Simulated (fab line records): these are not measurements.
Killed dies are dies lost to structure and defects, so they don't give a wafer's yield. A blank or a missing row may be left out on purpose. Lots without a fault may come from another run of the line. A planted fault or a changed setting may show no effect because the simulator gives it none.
Comparing a struck lot with a sound one -- flow berkeley-cmos170 -- 17 steps out of a route of 331
Sound: these wafers, L270.2, L270.5, L270.6. The struck wafers were L282.2, L282.3, L282.4. The cause is given at the end.
At each step with rows: each side's tool, then ch and its chambers, then its first start. Under that, the readings that differ: sound wafers -- struck wafers -- difference of the means -- sigmas: that difference in standard deviations of wafers without a fault.
alike: same words and numbers on both sides, and readings whose means sit less than 2 such deviations apart. not compared: any withheld reading, any reading some wafer has no value for, any bound like >300 that may hide the same value, and any number with overlapping values for which the record gives no deviation.
The two part at a step that has a row with sigmas, a row that says differs or no value, or rows on one side only. When numbers do not overlap yet have no deviation, they are printed without sigmas and do not part them. Lack of a reading on every wafer of one side parts them only where that side has two or more wafers.

UCB170_NWELL_THK_MEAS_02:
  struck on film-metro-04, day 5 16:06; sound on film-metro-02, day 2 20:46
  alike: NWELL_OXIDE_THK
then, 2 steps without rows for these wafers: UCB170_NWELL_ANNEAL_03 (time 900 s); UCB170_NWELL_CVD_04 (deposits Si3N4 from SiH2Cl2/NH3, target thk 224 nm, time 3360 s).
UCB170_NWELL_THK_MEAS_05:
  struck on film-metro-04, day 5 22:58; sound on film-metro-03, day 3 04:47
  alike: NWELL_NITRIDE_THK
then, 6 steps without rows for these wafers: UCB170_NWELL_HMDS_06 (prime time 60 s); UCB170_NWELL_COAT_07 (resist thk 900 nm); UCB170_NWELL_SOFTBAKE_08 (time 60 s); UCB170_NWELL_EXPOSE_09 (exposes mask NWELL, target cd 3000 nm); UCB170_NWELL_PEB_10; UCB170_NWELL_DEVELOP_11 (develop time 45 s).
UCB170_NWELL_OVL_MEAS_12:
  struck on overlay-01, day 6 00:20; sound on overlay-01, day 3 06:07
  alike: NWELL_OVL
UCB170_NWELL_ETCH_13: etches Si3N4 in CH3F/Ar/O2, stops on SiO2, target depth 246.4 nm, time 154 s.
  sound on rie-diel-03 ch 0,3, day 3 06:08; struck on rie-diel-03 ch 0,2,3, day 6 00:22
  alike: CH3F_flow_sccm, drypump-motor-current-A, oes-product-au, throttle-valve-pct
  not compared: rf-hours-counter-h
UCB170_NWELL_IMPLANT_14:
  sound on implanter-03 ch 0, day 3 06:16; struck on implanter-04 ch 0, day 6 00:30
reading,sound,struck,difference,sigmas
dose-ions-cm2,9.989e+12 1.0011e+13 1.0003e+13,5.0008e+13 5.0002e+13 4.9995e+13,+4.0001e+13,+99 or more
faraday-current-uA,30.2 31.4 31.7,155.5 156.8 156.1,+125.0,+99 or more
UCB170_NWELL_STRIP_15: strips in O2.
  sound on plasma-asher-02 ch 0,1, day 3 06:23; struck on plasma-asher-01 ch 0,1, day 6 00:37
  alike: drypump-motor-current-A, oes-product-au, strip-time-to-endpoint-s
  not compared: rf-hours-counter-h
UCB170_NWELL_TW_MEAS_16:
  struck on film-metro-02, day 6 00:44; sound on film-metro-03, day 3 06:30
reading,sound,struck,difference,sigmas
NWELL_TW,1233 1233 1233,2080 2102 2090,+858,+99 or more
then, 2 steps without rows for these wafers: UCB170_NWELL_CLEAN_17 (cleans in SPM, time 600 s); UCB170_M3_PROBE_99.

## WHERE THEY PART
Last at UCB170_NWELL_TW_MEAS_16 as far as this record goes, first at UCB170_NWELL_IMPLANT_14.

WHY: what the simulator had put in
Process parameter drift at UCB170_NWELL_IMPLANT_14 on implanter-04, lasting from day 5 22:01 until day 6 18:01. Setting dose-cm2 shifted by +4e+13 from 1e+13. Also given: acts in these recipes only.
